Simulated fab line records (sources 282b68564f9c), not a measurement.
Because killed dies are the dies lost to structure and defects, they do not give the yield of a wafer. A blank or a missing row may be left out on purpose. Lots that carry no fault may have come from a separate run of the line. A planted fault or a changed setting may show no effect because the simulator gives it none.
fab line records	flow rit_cmos
record: lots: 5	wafers: 23
route steps=202 shown ACTIVE@2 NWELL@29 PWELL@47 NRETRO@54 PRETRO@72 GATE@84 NLDD@105 PLDD@122 SPACER@130 NSD@139 PSD@150 SDANNEAL@155 M1@202
start_h: start of the lot's first displayed wafer, in hours after the record's first day	wait_h: time in hours since the lot's previous step	" unchanged from the row above	L1.1+2: several wafers, shown together as one row	- no value, or no start was given	* or withheld: withheld	< > ~ a bound
route shown NAME@n: names a module that has steps shown in the file, with the first one's number in the route	usual: mean/standard deviation taken from wafers without a fault	same: alike in all rows	chamber/n: place in a boat	sites: per-site readings	_std_site: the values' standard deviation	_edge_site: mean of outer sites minus mean of inner sites	radius_mm: for every site, how far away it sits from the centre of the wafer	mask NAME#n: copy n	behind: tool/chamber where the wafer was last shaped	hold: what put the lot on hold/how long, in hours/how the hold closed	device: whichever transistor did not switch (one of n, p or np)	end of line: the same wafers' tests at the end of the route	step lacking rows: just its recipe	killed: dies lost to structure and defects at the first sort, not the wafer's yield	map: a wafer's dies, x killed, . not, _ none there
set.NAME: the setting the step ran with; set.NAME@STEP: the setting that earlier step ran with	model.NAME: the simulator's own value behind a step, which no gauge read
lots run with intentionally changed settings; tables by step, rows by wafer
== steps ==
step: RIT_ACTIVE_OXIDATION_01
recipe: temp_c: 1000	ambient: O2	target_thk_a: 468	ox_time_s: 3360
lot.wafer	tool	chamber	start_h	wait_h	set.ox_time_s	model.SiO2_of_ACTIVE_OXIDATION_01.thk_nm
L075.1	-	-	-	0.3	3041	42.52
L075.3	"	-	"	"	3041	42.48
L075.4	"	-	"	"	3041	43.08
L075.5	"	-	"	"	3041	42.75
L075.6	"	-	"	"	3041	41.94
L076.1	-	-	-	0.1	3360	47.47
L076.2	"	-	"	"	3360	48.2
L076.3	"	-	"	"	3360	48.3
L076.4	"	-	"	"	3360	47.71
L076.5	"	-	"	"	3360	47.7
L078.1	-	-	-	0.1	3630	48.35
L078.2	"	-	"	"	3630	48.92
L078.3	"	-	"	"	3630	48.39
L078.4	"	-	"	"	3630	48.67
L078.6	"	-	"	"	3630	48.03
L079.3	furnace-04	0	35.12	0.1	3360	46.65
L079.4	"	0	"	"	3360	47.34
L079.5	"	0	"	"	3360	47.58
L084.1+2	-	-	-	0.1	2975	43.75
L084.4	"	-	"	"	2975	44.34
L084.5	"	-	"	"	2975	43.41
L084.6	"	-	"	"	2975	44.66
step: RIT_NWELL_COAT_01
recipe: resist: NOVOLAK	spin_rpm: 2000	resist_thk_nm: 1300
lot.wafer	tool	chamber	start_h	wait_h	set.spin_rpm	model.NOVOLAK_of_NWELL_COAT_01.thk_nm
L075.1	litho_track-02	0	25.64	0.1	2000	1307
L075.3+5	"	0	"	"	2000	1308
L075.4	"	0	"	"	2000	1306
L075.6	"	0	"	"	2000	1309
L076.1	litho_track-02	0	29.56	0.1	2052	1278
L076.2	"	0	"	"	2052	1276
L076.3	"	0	"	"	2000	1298
L076.4	"	0	"	"	2000	1299
L076.5	"	0	"	"	2000	1297
L078.1	litho_track-02	0	39.53	0.1	2000	1303
L078.2+4	"	0	"	"	2131	1260
L078.3	"	0	"	"	2131	1261
L078.6	"	0	"	"	2000	1300
L079.3	litho_track-04	0	44.64	0.1	2000	1297
L079.4	"	0	"	"	2000	1295
L079.5	"	0	"	"	2000	1292
L084.1+2	litho_track-03	0	70.10	0.1	2104	1271
L084.4	"	0	"	"	2000	1301
L084.5	"	0	"	"	2104	1270
L084.6	"	0	"	"	2000	1306
step: RIT_NWELL_SOFTBAKE_02
recipe: resist: NOVOLAK	temp_c: 90	time_s: 60
step: RIT_NWELL_EXPOSE_03
recipe: mask_id: M2	na: 0.57	target_cd_nm: 43900	dose_mj: 250
step: RIT_NWELL_DEVELOP_05
recipe: resist: NOVOLAK	develop_time_s: 68	dev_temp_c: 23
step: RIT_NWELL_HARDBAKE_07
recipe: resist: NOVOLAK	temp_c: 140	time_s: 120
lot.wafer	tool	chamber	start_h	wait_h	set.spin_rpm@NWELL_COAT_01	model.NOVOLAK_of_NWELL_COAT_01.thk_nm
L075.1	litho_track-03	0	26.41	0.0	2000	1143
L075.3+5	"	0	"	"	2000	1144
L075.4	"	0	"	"	2000	1142
L075.6	"	0	"	"	2000	1145
L076.1	litho_track-04	0	30.33	0.0	2052	1118
L076.2	"	0	"	"	2052	1116
L076.3	"	0	"	"	2000	1135
L076.4	"	0	"	"	2000	1136
L076.5	"	0	"	"	2000	1134
L078.1	litho_track-03	0	40.54	0.0	2000	1140
L078.2	"	0	"	"	2131	1103
L078.3	"	0	"	"	2131	1104
L078.4	"	0	"	"	2131	1102
L078.6	"	0	"	"	2000	1137
L079.3	litho_track-04	0	45.44	0.1	2000	1135
L079.4	"	0	"	"	2000	1133
L079.5	"	0	"	"	2000	1130
L084.1+2	litho_track-04	0	71.00	0.0	2104	1112
L084.4	"	0	"	"	2000	1138
L084.5	"	0	"	"	2104	1111
L084.6	"	0	"	"	2000	1142
step: RIT_PWELL_IMPLANT_08
recipe: species: B	energy_kev: 170	dose_cm2: 7e+13	tilt_deg: 7
lot.wafer	tool	chamber	start_h	wait_h	set.energy_kev	model.implant.rp_nm	model.implant.drp_nm
L075.1+3+6	implanter-03	0	28.33	0.2	160.8	470.9	100.8
L075.4+5	"	0	"	"	170	490.9	102.9
L076.1+4+5	implanter-04	0	32.13	0.2	174.9	490.6	103.7
L076.2+3	"	0	"	"	170	480	102.9
L078.1+2+6	implanter-02	0	42.47	0.2	163	477.9	101.4
L078.3+4	"	0	"	"	170	493.1	102.9
L079.3+4+5	implanter-03	0	47.72	0.2	170	472.5	102.9
L084.1+5+6	implanter-04	0	72.98	0.2	170	490.5	102.9
L084.2+4	"	0	"	"	173.2	497.5	103.4
step: RIT_NRETRO_COAT_01
recipe: resist: NOVOLAK	spin_rpm: 2000	resist_thk_nm: 1300
lot.wafer	tool	chamber	start_h	wait_h	set.spin_rpm	model.NOVOLAK_of_NRETRO_COAT_01.thk_nm
L075.1+5	litho_track-02	0	34.19	0.1	2000	1300
L075.3	"	0	"	"	2083	1278
L075.4	"	0	"	"	2083	1272
L075.6	"	0	"	"	2000	1301
L076.1	litho_track-01	0	38.22	0.1	2000	1295
L076.2	"	0	"	"	2109	1263
L076.3	"	0	"	"	2000	1297
L076.4	"	0	"	"	2000	1300
L076.5	"	0	"	"	2109	1262
L078.1	litho_track-01	0	48.49	0.1	2000	1296
L078.2	"	0	"	"	2000	1297
L078.3	"	0	"	"	1883	1336
L078.4	"	0	"	"	2000	1302
L078.6	"	0	"	"	1883	1339
L079.3	litho_track-04	0	53.58	0.1	2000	1307
L079.4	"	0	"	"	2000	1302
L079.5	"	0	"	"	2000	1305
L084.1	litho_track-04	0	78.84	0.1	2090	1271
L084.2	"	0	"	"	2090	1269
L084.4	"	0	"	"	2000	1301
L084.5+6	"	0	"	"	2000	1299
step: RIT_NRETRO_SOFTBAKE_02
recipe: resist: NOVOLAK	temp_c: 90	time_s: 60
step: RIT_NRETRO_EXPOSE_03
recipe: mask_id: M4	na: 0.57	target_cd_nm: 43900	dose_mj: 250
step: RIT_NRETRO_DEVELOP_05
recipe: resist: NOVOLAK	develop_time_s: 68	dev_temp_c: 23
step: RIT_NRETRO_HARDBAKE_07
recipe: resist: NOVOLAK	temp_c: 140	time_s: 120
lot.wafer	tool	chamber	start_h	wait_h	set.spin_rpm@NRETRO_COAT_01	model.NOVOLAK_of_NRETRO_COAT_01.thk_nm
L075.1+5	litho_track-04	0	34.96	0.0	2000	1137
L075.3	"	0	"	"	2083	1118
L075.4	"	0	"	"	2083	1113
L075.6	"	0	"	"	2000	1138
L076.1	litho_track-01	0	39.11	0.0	2000	1133
L076.2	"	0	"	"	2109	1105
L076.3	"	0	"	"	2000	1134
L076.4	"	0	"	"	2000	1137
L076.5	"	0	"	"	2109	1104
L078.1	litho_track-04	0	49.38	0.0	2000	1133
L078.2	"	0	"	"	2000	1134
L078.3	"	0	"	"	1883	1168
L078.4	"	0	"	"	2000	1138
L078.6	"	0	"	"	1883	1171
L079.3	litho_track-02	0	54.56	0.2	2000	1143
L079.4	"	0	"	"	2000	1139
L079.5	"	0	"	"	2000	1141
L084.1	litho_track-04	0	79.75	0.0	2090	1112
L084.2	"	0	"	"	2090	1110
L084.4	"	0	"	"	2000	1137
L084.5+6	"	0	"	"	2000	1136
step: RIT_NRETRO_IMPLANT_08
recipe: species: P	energy_kev: 70	dose_cm2: 1e+13	tilt_deg: 7
lot.wafer	tool	chamber	start_h	wait_h	set.energy_kev	model.implant.rp_nm	model.implant.drp_nm
L075.1+6	implanter-03	0	35.21	0.2	68.82	80.31	33.45
L075.3+4+5	"	0	"	"	70	81.72	33.94
L076.1+3	implanter-01	0	39.36	0.2	70	87.99	33.94
L076.2+4+5	"	0	"	"	72.5	91.22	34.95
L078.1+3+4	implanter-04	0	49.63	0.2	70	83.97	33.94
L078.2+6	"	0	"	"	67	80.27	32.69
L079.3+4+5	implanter-04	0	54.77	0.2	70	86.19	33.94
L084.1+2+4	implanter-03	0	80.00	0.2	70	84.22	33.94
L084.5+6	"	0	"	"	73.71	88.81	35.44
step: RIT_PRETRO_IMPLANT_08
recipe: species: B	energy_kev: 45	dose_cm2: 1.2e+13	tilt_deg: 7
lot.wafer	tool	chamber	start_h	wait_h	set.energy_kev	model.implant.rp_nm	model.implant.drp_nm
L075.1+3+4	implanter-02	0	36.76	0.2	42.37	139.1	53.12
L075.5+6	"	0	"	"	45	147.3	55.07
L076.1+5	implanter-03	0	41.04	0.2	45	145	55.07
L076.2+3+4	"	0	"	"	44.1	142.2	54.41
L078.1+3	implanter-03	0	51.18	0.2	45	141.9	55.07
L078.2+4+6	"	0	"	"	42.66	134.9	53.34
L079.3+4+5	implanter-01	0	56.45	0.2	45	142	55.07
L084.1+6	implanter-02	0	81.55	0.2	46.62	151	56.23
L084.2+4+5	"	0	"	"	45	146.1	55.07
step: RIT_GATE_CVD_08
recipe: material: poly-Si	target_thk_nm: 250	temp_c: 610	precursor: SiH4	time_s: 2220	pressure_mtorr: 300	sih4_flow_sccm: 100
lot.wafer	tool	chamber	start_h	wait_h	set.pressure_mtorr	model.poly-Si_of_GATE_CVD_08.thk_nm
L075.1	-	-	-	0.1	313.5	255.1
L075.3	"	-	"	"	313.5	253.9
L075.4	"	-	"	"	313.5	252.3
L075.5	"	-	"	"	313.5	255.7
L075.6	"	-	"	"	313.5	254.5
L076.1	-	-	-	0.1	258.1	228.2
L076.2	"	-	"	"	258.1	228.4
L076.3	"	-	"	"	258.1	230.2
L076.4	"	-	"	"	258.1	229.4
L076.5	"	-	"	"	258.1	228.9
L078.1	-	-	-	0.1	330	262.8
L078.2	"	-	"	"	330	263.1
L078.3	"	-	"	"	330	263.2
L078.4	"	-	"	"	330	264.1
L078.6	"	-	"	"	330	263.8
L079.3	lpcvd-01	1	58.65	0.0	300	250.2
L079.4	"	1	"	"	300	248.3
L079.5	"	1	"	"	300	250.6
L084.1	-	-	-	0.1	300	246
L084.2	"	-	"	"	300	245.3
L084.4	"	-	"	"	300	244.4
L084.5	"	-	"	"	300	245.7
L084.6	"	-	"	"	300	243.8
step: RIT_GATE_THK_MEAS_09
recipe: reads: poly-Si_of_GATE_CVD_08
usual: GATE_POLY_THK: 248.7/2.3
lot.wafer	tool	chamber	start_h	wait_h	set.pressure_mtorr@GATE_CVD_08	GATE_POLY_THK[nm]
L075.1	film_metro-04	-	-	-	313.5	255.2
L075.3	"	-	"	"	313.5	254.0
L075.4	"	-	"	"	313.5	252.4
L075.5	"	-	"	"	313.5	255.6
L075.6	"	-	"	"	313.5	254.6
L076.1	film_metro-03	-	-	-	258.1	227.9
L076.2	"	-	"	"	258.1	228.6
L076.3	"	-	"	"	258.1	230.2
L076.4	"	-	"	"	258.1	229.3
L076.5	"	-	"	"	258.1	229.2
L078.1	film_metro-04	-	-	-	330	262.9
L078.2	"	-	"	"	330	263.2
L078.3	"	-	"	"	330	263.3
L078.4	"	-	"	"	330	264.2
L078.6	"	-	"	"	330	263.7
L079.3	film_metro-01	-	60.28	0.0	300	250.4
L079.4	"	-	"	"	300	248.2
L079.5	"	-	"	"	300	250.6
L084.1	film_metro-03	-	-	-	300	246.0
L084.2	"	-	"	"	300	245.5
L084.4	"	-	"	"	300	244.2
L084.5	"	-	"	"	300	245.8
L084.6	"	-	"	"	300	243.8
step: RIT_GATE_DEVELOP_15
recipe: resist: NOVOLAK	develop_time_s: 50	dev_temp_c: 23
lot.wafer	tool	chamber	start_h	wait_h	set.develop_time_s
L075.1+3+4+5+6	litho_track-04	0	-	-	50
L076.1+2+3+4+5	litho_track-04	0	-	-	50
L078.1+2+6	litho_track-04	0	-	-	54.96
L078.3+4	"	0	"	"	50
L079.3+4+5	litho_track-02	0	-	-	50
L084.1+2+6	litho_track-04	0	-	-	50
L084.4+5	"	0	"	"	54.46
step: RIT_GATE_HARDBAKE_18
recipe: resist: NOVOLAK	temp_c: 140	time_s: 60
step: RIT_GATE_ETCH_19
recipe: chemistry: SF6/CHF3/O2	time_s: 165	SF6_flow_sccm: 30	CHF3_flow_sccm: 30	O2_flow_sccm: 5	target: poly-Si	pressure_mtorr: 40	rf_w: 160	target_depth_a: 3125	over_etch_frac: 0.25	stop_on: SiO2
lot.wafer	tool	chamber	start_h	wait_h	set.pressure_mtorr@GATE_CVD_08	set.develop_time_s@GATE_DEVELOP_15	model.etch.depth_nm	model.GATE.cd_nm	model.GATE.feature_depth_nm
L075.1	rie_si-02	1	42.06	0.1	313.5	50	255.1	148.9	255.1
L075.3	"	2	"	"	313.5	50	253.9	151.1	253.9
L075.4	"	3	"	"	313.5	50	252.3	147.6	252.3
L075.5	"	2	"	"	313.5	50	255.7	150.3	255.7
L075.6	"	3	"	"	313.5	50	254.5	151	254.5
L076.1	rie_si-01	2	49.19	0.1	258.1	50	228.2	153.1	228.2
L076.2	"	1	"	"	258.1	50	-	152.5	228.4
L076.3	"	0	"	"	258.1	50	230.2	149.9	230.2
L076.4	"	3	"	"	258.1	50	-	151.5	229.4
L076.5	"	2	"	"	258.1	50	-	153	228.9
L078.1	rie_si-01	0	57.06	0.1	330	54.96	262.8	131.8	262.8
L078.2	"	2	"	"	330	54.96	263.1	-	263.1
L078.3	"	1	"	"	330	50	263.2	146.6	263.2
L078.4	"	3	"	"	330	50	264.1	147.8	264.1
L078.6	"	2	"	"	330	54.96	263.8	132.4	263.8
L079.3	rie_si-02	0	61.60	0.1	300	50	250.2	151.9	250.2
L079.4	"	3	"	"	300	50	248.3	154.1	248.3
L079.5	"	3	"	"	300	50	250.6	153.3	250.6
L084.1	rie_si-01	3	86.63	0.1	300	50	-	152	246
L084.2	"	0	"	"	300	50	-	148.5	245.3
L084.4	"	2	"	"	300	54.46	244.4	134.9	244.4
L084.5	"	1	"	"	300	54.46	245.7	135.1	245.7
L084.6	"	0	"	"	300	50	243.8	151.5	243.8
step: RIT_NLDD_SOFTBAKE_02
recipe: resist: NOVOLAK	temp_c: 90	time_s: 60
lot.wafer	tool	chamber	start_h	wait_h	set.temp_c
L075.1+3+4+5+6	litho_track-03	0	46.65	0.1	90
L076.1+2+5	litho_track-03	0	52.89	0.1	91.32
L076.3+4	"	0	"	"	90
L078.1+2+3	litho_track-01	0	60.89	0.1	86.58
L078.4+6	"	0	"	"	90
L079.3+4+5	litho_track-02	0	65.57	0.1	90
L084.1+4+6	litho_track-01	0	90.58	0.1	86.51
L084.2+5	"	0	"	"	90
step: RIT_NLDD_EXPOSE_03
recipe: mask_id: M7	na: 0.57	target_cd_nm: 40700	dose_mj: 250
step: RIT_NLDD_PEB_04
recipe: resist: NOVOLAK	temp_c: withheld	time_s: withheld
step: RIT_NLDD_DEVELOP_05
recipe: resist: NOVOLAK	develop_time_s: 50	dev_temp_c: 23
lot.wafer	tool	chamber	start_h	wait_h	set.temp_c@NLDD_SOFTBAKE_02	model.NOVOLAK_of_NLDD_COAT_01.thk_nm
L075.1	litho_track-03	0	-	-	90	1002
L075.3+5	"	0	"	"	90	1001
L075.4	"	0	"	"	90	999.7
L075.6	"	0	"	"	90	1003
L076.1	litho_track-01	0	-	-	91.32	996.5
L076.2	"	0	"	"	91.32	993.7
L076.3	"	0	"	"	90	999.4
L076.4	"	0	"	"	90	1002
L076.5	"	0	"	"	91.32	998.8
L078.1	litho_track-02	0	-	-	86.58	1002
L078.2	"	0	"	"	86.58	1005
L078.3	"	0	"	"	86.58	1006
L078.4	"	0	"	"	90	995
L078.6	"	0	"	"	90	993.9
L079.3+5	litho_track-03	0	-	-	90	1002
L079.4	"	0	"	"	90	1003
L084.1	litho_track-03	0	-	-	86.51	1006
L084.2	"	0	"	"	90	996
L084.4+6	"	0	"	"	86.51	1004
L084.5	"	0	"	"	90	997.3
step: RIT_PLDD_IMPLANT_08
recipe: species: BF2	energy_kev: 20	dose_cm2: 9e+14	tilt_deg: 7
lot.wafer	tool	chamber	start_h	wait_h	set.energy_kev	model.implant.drp_nm
L075.1+3+4+5+6	implanter-02	0	48.88	0.1	20	9.752
L076.1+2+3	implanter-02	0	55.17	0.1	19.61	9.618
L076.4+5	"	0	"	"	20	9.752
L078.1+2+3+4+6	implanter-04	0	63.40	0.1	20	9.752
L079.3+4+5	implanter-03	0	67.98	0.1	20	9.752
L084.1+4	implanter-02	0	93.03	0.1	20.53	9.932
L084.2+5+6	"	0	"	"	20	9.752
step: RIT_SPACER_ETCHBACK_05
recipe: target_depth_a: 2500	SF6_flow_sccm: 30	CHF3_flow_sccm: 30	target: Si3N4	chemistry: SF6/CHF3	pressure_mtorr: 40	rf_w: 250	time_s: 240	stop_on: SiO2
lot.wafer	tool	chamber	start_h	wait_h	set.rf_w	set.pressure_mtorr@GATE_CVD_08	model.poly-Si_of_GATE_CVD_08.thk_nm
L075.1	rie_diel-01	1	51.69	0.1	257.6	313.5	170
L075.3	"	0	"	"	250	313.5	172.3
L075.4	"	2	"	"	250	313.5	169.7
L075.5	"	0	"	"	257.6	313.5	172.8
L075.6	"	3	"	"	250	313.5	173
L076.1	rie_diel-03	2	57.90	0.1	263.2	258.1	143.4
L076.2	"	0	"	"	250	258.1	144.9
L076.3	"	3	"	"	250	258.1	147.5
L076.4	"	1	"	"	263.2	258.1	144.1
L076.5	"	2	"	"	250	258.1	145.9
L078.1+2	rie_diel-02	3,0	66.13	0.1	242.1	330	182.4
L078.3	"	1	"	"	250	330	183.1
L078.4	"	2	"	"	242.1	330	183.2
L078.6	"	0	"	"	250	330	181.8
L079.3	rie_diel-03	2	70.66	0.0	250	300	167.2
L079.4	"	0	"	"	250	300	165.8
L079.5	"	3	"	"	250	300	168.8
L084.1	rie_diel-01	1	95.76	0.1	274.7	300	159.2
L084.2	"	0	"	"	250	300	162.6
L084.4+6	"	2	"	"	250	300	161.4
L084.5	"	3	"	"	274.7	300	161.5
step: RIT_NSD_IMPLANT_08
recipe: species: P	energy_kev: 25	dose_cm2: 1e+15	tilt_deg: 7
lot.wafer	tool	chamber	start_h	wait_h	set.energy_kev	model.implant.rp_nm	model.implant.drp_nm
L075.1+3+4+5+6	implanter-04	0	53.00	0.1	25	33.65	14.84
L076.1+4+5	implanter-01	0	59.32	0.1	25	32.26	14.84
L076.2+3	"	0	"	"	23.51	30.94	14.3
L078.1+6	implanter-01	0	67.62	0.1	25	33.75	14.84
L078.2+3+4	"	0	"	"	25.47	34.18	15
L079.3+4+5	implanter-01	0	72.02	0.1	25	33.05	14.84
L084.1+4+5	implanter-03	0	97.06	0.1	23.86	31.74	14.43
L084.2+6	"	0	"	"	25	32.76	14.84
step: RIT_PSD_IMPLANT_08
recipe: species: BF2	energy_kev: 27	dose_cm2: 5e+15	tilt_deg: 7
lot.wafer	tool	chamber	start_h	wait_h	set.energy_kev	model.implant.rp_nm	model.implant.drp_nm
L075.1+5+6	implanter-03	0	54.54	0.1	28.5	23.17	12.51
L075.3+4	"	0	"	"	27	22.19	12.05
L076.1+5	implanter-02	0	61.23	0.1	28.05	22.32	12.37
L076.2+3+4	"	0	"	"	27	21.65	12.05
L078.1+3+6	implanter-01	0	69.04	0.1	25.67	21.24	11.62
L078.2+4	"	0	"	"	27	22.12	12.05
L079.3+4+5	implanter-01	0	73.63	0.1	27	21.91	12.05
L084.1+2+4+5+6	implanter-01	0	98.61	0.1	27	21.22	12.05
step: RIT_PSD_STRIP_09
recipe: chemistry: O2	time_s: 180	resist: NOVOLAK	platen_temp_c: withheld	power_w: 500	pressure_mtorr: 4000	o2_flow_sccm: 4000
step: RIT_SDANNEAL_CLEAN_02
recipe: chemistry: SC2	mix: 3:3:50	time_s: 600	temp_c: 75	dry: n2_spin
step: RIT_SDANNEAL_RTA_03
recipe: temp_c: 1050	time_s: 5	idle_temp_c: 600	ramp_up_c_per_s: 342	ramp_down_c_per_s: 171	cool_to_c: 600	ambient: N2
step: RIT_SDANNEAL_RS_MEAS_04
recipe: thk_meas_gauge: four-point-probe
usual: PSD_RS: 115.99/0.28
lot.wafer	tool	chamber	start_h	wait_h	set.energy_kev@PSD_IMPLANT_08	PSD_RS[ohm/sq]
L075.1	film_metro-03	-	55.37	0.0	28.5	112.74
L075.3	"	-	"	"	27	116.19
L075.4	"	-	"	"	27	116.14
L075.5	"	-	"	"	28.5	112.87
L075.6	"	-	"	"	28.5	112.86
L076.1	film_metro-04	-	62.04	0.0	28.05	113.32
L076.2	"	-	"	"	27	115.69
L076.3	"	-	"	"	27	115.78
L076.4	"	-	"	"	27	115.59
L076.5	"	-	"	"	28.05	113.20
L078.1	film_metro-03	-	69.88	0.0	25.67	119.24
L078.2	"	-	"	"	27	116.49
L078.3	"	-	"	"	25.67	119.59
L078.4	"	-	"	"	27	116.63
L078.6	"	-	"	"	25.67	119.56
L079.3	film_metro-04	-	74.43	0.1	27	115.87
L079.4	"	-	"	"	27	116.13
L079.5	"	-	"	"	27	115.83
L084.1	film_metro-02	-	99.42	0.0	27	116.08
L084.2	"	-	"	"	27	115.90
L084.4	"	-	"	"	27	116.03
L084.5	"	-	"	"	27	115.94
L084.6	"	-	"	"	27	116.09
step: RIT_M1_PROBE_99
lot.wafer	tool	chamber	start_h	wait_h	set.develop_time_s@GATE_DEVELOP_15	model.etest.nmos_0p15.drive_ua_um	model.etest.npoly_line.line_ohm_um	model.etest.pmos_0p15.drive_ua_um	model.etest.pmos_0p15.r_on_ohm_um	model.etest.pmos_turned.r_on_ohm_um	model.etest.ppoly_line.line_ohm_um
L075.1	prober-02	-	62.73	0.1	50	474	164	263.9	2715	3381	160.1
L075.3	prober-02	-	62.83	0.2	50	471.9	161.2	267.3	2654	3300	157
L075.4	prober-02	-	62.88	0.2	50	487.9	164.3	275.3	2607	3251	160.3
L075.5	prober-02	-	62.93	0.2	50	485.5	162.5	268.5	2652	3260	159.3
L075.6	prober-02	-	62.98	0.2	50	492.7	159.4	271.4	2620	3234	154.1
L076.1	prober-01	-	69.42	0.1	50	473	168.5	245.3	2909	3452	161.1
L076.2	prober-01	-	69.47	0.1	50	472.5	166.8	256.5	2800	3366	162.7
L076.3	prober-01	-	69.52	0.2	50	479	173.4	261.5	2740	3314	167.3
L076.4	prober-01	-	69.57	0.2	50	472.1	169.2	256.3	2849	3400	165
L076.5	prober-01	-	69.62	0.2	50	475.7	165.8	260.9	2755	3261	158.6
L078.1	prober-01	-	77.25	0.1	54.96	546.9	207.9	297.5	2460	3285	198.7
L078.2	prober-01	-	77.30	0.1	54.96	566.4	209.3	320.2	2288	3060	199.8
L078.3	prober-01	-	77.35	0.2	50	484.1	173.5	261.9	2729	3530	166.3
L078.4	prober-01	-	77.40	0.2	50	468.3	173.4	258.2	2741	3573	160.6
L078.6	prober-01	-	77.50	0.2	54.96	539	203	302.6	2453	3262	194.4
L079.3	prober-02	-	82.01	0.2	50	457.2	160.2	256.4	2813	3461	157
L079.4	prober-02	-	82.06	0.2	50	442	160.2	240.8	2925	3588	155.3
L079.5	prober-02	-	82.11	0.2	50	453	161	255.6	2766	3427	155.8
L084.1	prober-02	-	106.90	0.1	50	463.1	162.7	241.6	2994	3646	159.7
L084.2	prober-02	-	106.95	0.1	50	479.9	165.3	249.2	2858	3551	162.1
L084.4	prober-02	-	107.05	0.2	54.46	552.5	199.2	298.8	2442	3065	189.9
L084.5	prober-02	-	107.10	0.2	54.46	544.4	197.8	292.6	2524	3211	190.3
L084.6	prober-02	-	107.15	0.2	50	471.4	162.4	248.1	2857	3552	158.2
killed by level:class
L079.3 SILICIDE:geometric_particle:open=2 ACTIVE:geometric_particle:short=1 REOX:geometric_particle:short=1
L079.4 REOX:geometric_particle:open=2 FOX1:geometric_particle:short=1 FOX2:geometric_particle:short=1 SPACER:geometric_particle:open=1 SILICIDE:geometric_particle:open=1
L079.5 FOX2:geometric_particle:short=4 SILICIDE:geometric_particle:open=4 FOX2:geometric_particle:open=1 GATE:geometric_particle:short=1 REOX:geometric_particle:short=1 SILICIDE:geometric_particle:short=1
== key ==
split: step: RIT_ACTIVE_OXIDATION_01	setting: ox_time_s	stated: 3360	by: lot
response: step: RIT_ACTIVE_OXIDATION_01	reading: model.SiO2_of_ACTIVE_OXIDATION_01.thk_nm	change: +0.299	per: 1%	r: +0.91
split: step: RIT_NWELL_COAT_01	setting: spin_rpm	stated: 2000	by: wafer
response: step: RIT_NWELL_COAT_01	reading: model.NOVOLAK_of_NWELL_COAT_01.thk_nm	change: -6.49	per: 1%	r: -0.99
response: step: RIT_NWELL_HARDBAKE_07	reading: model.NOVOLAK_of_NWELL_COAT_01.thk_nm	change: -5.59	per: 1%	r: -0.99
split: step: RIT_PWELL_IMPLANT_08	setting: energy_kev	stated: 170	by: wafer
response: step: RIT_PWELL_IMPLANT_08	reading: model.implant.rp_nm	change: +3.7	per: 1%	r: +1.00
response: step: RIT_PWELL_IMPLANT_08	reading: model.implant.drp_nm	change: +0.358	per: 1%	r: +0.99
split: step: RIT_NRETRO_COAT_01	setting: spin_rpm	stated: 2000	by: wafer
response: step: RIT_NRETRO_COAT_01	reading: model.NOVOLAK_of_NRETRO_COAT_01.thk_nm	change: -6.54	per: 1%	r: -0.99
response: step: RIT_NRETRO_HARDBAKE_07	reading: model.NOVOLAK_of_NRETRO_COAT_01.thk_nm	change: -5.63	per: 1%	r: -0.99
split: step: RIT_NRETRO_IMPLANT_08	setting: energy_kev	stated: 70	by: wafer
response: step: RIT_NRETRO_IMPLANT_08	reading: model.implant.rp_nm	change: +0.872	per: 1%	r: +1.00
response: step: RIT_NRETRO_IMPLANT_08	reading: model.implant.drp_nm	change: +0.286	per: 1%	r: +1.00
split: step: RIT_PRETRO_IMPLANT_08	setting: energy_kev	stated: 45	by: wafer
response: step: RIT_PRETRO_IMPLANT_08	reading: model.implant.rp_nm	change: +1.38	per: 1%	r: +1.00
response: step: RIT_PRETRO_IMPLANT_08	reading: model.implant.drp_nm	change: +0.331	per: 1%	r: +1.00
split: step: RIT_GATE_CVD_08	setting: pressure_mtorr	stated: 300	by: lot
response: step: RIT_GATE_CVD_08	reading: model.poly-Si_of_GATE_CVD_08.thk_nm	change: +1.42	per: 1%	r: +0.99
response: step: RIT_GATE_THK_MEAS_09	reading: GATE_POLY_THK	change: +1.42	per: 1%	r: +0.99
response: step: RIT_GATE_ETCH_19	reading: model.etch.depth_nm	change: +1.45	per: 1%	r: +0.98
response: step: RIT_GATE_ETCH_19	reading: model.GATE.feature_depth_nm	change: +1.42	per: 1%	r: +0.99
response: step: RIT_SPACER_ETCHBACK_05	reading: model.poly-Si_of_GATE_CVD_08.thk_nm	change: +1.53	per: 1%	r: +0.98
split: step: RIT_GATE_DEVELOP_15	setting: develop_time_s	stated: 50	by: wafer
response: step: RIT_GATE_ETCH_19	reading: model.GATE.cd_nm	change: -1.64	per: 1%	r: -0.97
response: step: RIT_M1_PROBE_99	reading: model.etest.pmos_0p15.r_on_ohm_um	change: -39.7	per: 1%	r: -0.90
response: step: RIT_M1_PROBE_99	reading: model.etest.pmos_turned.r_on_ohm_um	change: -41.7	per: 1%	r: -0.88
response: step: RIT_M1_PROBE_99	reading: model.etest.nmos_0p15.drive_ua_um	change: +8.02	per: 1%	r: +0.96
response: step: RIT_M1_PROBE_99	reading: model.etest.pmos_0p15.drive_ua_um	change: +5.08	per: 1%	r: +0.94
response: step: RIT_M1_PROBE_99	reading: model.etest.npoly_line.line_ohm_um	change: +3.61	per: 1%	r: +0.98
response: step: RIT_M1_PROBE_99	reading: model.etest.ppoly_line.line_ohm_um	change: +3.41	per: 1%	r: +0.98
split: step: RIT_NLDD_SOFTBAKE_02	setting: temp_c	stated: 90	by: wafer
response: step: RIT_NLDD_DEVELOP_05	reading: model.NOVOLAK_of_NLDD_COAT_01.thk_nm	change: -2.35	per: 1%	r: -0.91
split: step: RIT_PLDD_IMPLANT_08	setting: energy_kev	stated: 20	by: wafer
response: step: RIT_PLDD_IMPLANT_08	reading: model.implant.drp_nm	change: +0.0684	per: 1%	r: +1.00
split: step: RIT_SPACER_ETCHBACK_05	setting: rf_w	stated: 250	by: wafer
response none clear
split: step: RIT_NSD_IMPLANT_08	setting: energy_kev	stated: 25	by: wafer
response: step: RIT_NSD_IMPLANT_08	reading: model.implant.rp_nm	change: +0.222	per: 1%	r: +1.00
response: step: RIT_NSD_IMPLANT_08	reading: model.implant.drp_nm	change: +0.0904	per: 1%	r: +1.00
split: step: RIT_PSD_IMPLANT_08	setting: energy_kev	stated: 27	by: wafer
response: step: RIT_PSD_IMPLANT_08	reading: model.implant.rp_nm	change: +0.176	per: 1%	r: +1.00
response: step: RIT_PSD_IMPLANT_08	reading: model.implant.drp_nm	change: +0.0846	per: 1%	r: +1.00
response: step: RIT_SDANNEAL_RS_MEAS_04	reading: PSD_RS	change: -0.602	per: 1%	r: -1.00
